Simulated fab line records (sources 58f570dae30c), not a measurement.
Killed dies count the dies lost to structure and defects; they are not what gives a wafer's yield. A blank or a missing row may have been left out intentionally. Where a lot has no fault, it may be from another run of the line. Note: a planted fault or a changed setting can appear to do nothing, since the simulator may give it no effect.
One fault through the eyes of 2 desks | flow berkeley-cmos170 | each desk holds nothing but its own numbers, with what lay behind them at the end

AT THE METROLOGY DESK
What the gauges read, lot by lot, whatever tool the lot ran on: means of the sampled wafers that have a number. The brackets show how far a lot's mean lies from the usual mean; more than 4 standard deviations puts the lot out of limits, marked OUT.
Columns: A = PSD_RS at UCB170_SDANNEAL_RS_MEAS_02, usual 75.47 ohm/sq; B = NSD_RS at UCB170_SDANNEAL_RS_MEAS_03, usual 37.26 ohm/sq; C = PLDD_RS at UCB170_SDANNEAL_RS_MEAS_04, usual 1031.0 ohm/sq
lot  | first seen here | A                        | B               | C
L263 | day 8 08:15     | 75.44                    | 37.29           | 1034.1
L262 | day 8 08:59     | 75.21                    | 37.29           | 1031.5
L264 | day 8 21:20     | 75.58                    | 37.31           | 1031.2
L265 | day 8 21:49     | 75.66                    | 37.42           | 1035.9
L268 | day 9 11:58     | 75.76                    | 37.25           | 1026.7
L266 | day 9 14:36     | 75.04                    | 37.16           | 1030.4
L267 | day 9 14:36     | 75.44                    | 37.28           | 1030.6
L269 | day 9 14:44     | 75.92                    | 37.42           | 1031.8
L274 | day 11 09:07    | 75.32                    | 37.24           | 1030.1
L278 | day 12 06:29    | 105.23 (+99 or more) OUT | 40.61 (+37) OUT | 1052.4 (+7.7) OUT
L277 | day 12 06:56    | 105.45 (+99 or more) OUT | 40.61 (+37) OUT | 1047.3 (+5.8) OUT
L281 | day 12 08:44    | 75.51                    | 37.31           | 1029.0
L282 | day 13 23:58    | 75.92                    | 37.33           | 1032.9
L284 | day 14 08:34    | 75.56                    | 37.15           | 1030.6
This desk finds L277, L278 out of limits, with the earliest case on L278 at day 12 06:29 (PSD_RS at UCB170_SDANNEAL_RS_MEAS_02). In limits: L263, L262, L264, L265, L268, L266, L267, L269, L274, L281, L282, L284.

DESK OF THE TOOL OWNER: rtp-anneal-01
At UCB170_SDANNEAL_RTA_01 (time 5 s), the tool's own readings, given per lot that ran on this tool as the mean of the sampled wafers with a number. The brackets show how far a lot's mean lies from the usual mean; more than 4 standard deviations puts the lot out of limits, marked OUT.
Columns: A = lamp-power-pct at UCB170_SDANNEAL_RTA_01, usual 38.9 %; B = wafer_temp_C_max at UCB170_SDANNEAL_RTA_01, usual 1053.9
lot  | first seen here | A    | B
L262 | day 8 08:55     | 42.0 | 1054.9
L265 | day 8 21:46     | 42.1 | 1055.1
L266 | day 9 14:32     | 42.0 | 1054.1
L278 | day 12 06:25    | 42.1 | 1055.0
L277 | day 12 06:52    | 42.1 | 1054.3
Result from this desk: across the 5 lots, nothing is out of limits.

ALL TOGETHER
On L277, L278, the metrology desk was in a position to raise an alarm at day 12 06:29.
The tool owner's desk saw nothing out of limits.
Tool owner's desk: L277, L278 on record, inside its limits.
On rtp-anneal-01, each named lot ran UCB170_SDANNEAL_RTA_01.

WHAT THE SIMULATOR HAD PUT IN
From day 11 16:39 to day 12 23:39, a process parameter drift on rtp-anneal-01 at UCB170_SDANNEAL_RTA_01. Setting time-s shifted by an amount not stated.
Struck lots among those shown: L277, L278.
Delay in hours, fault start to first out-of-limits reading, per desk: metrology desk 14.
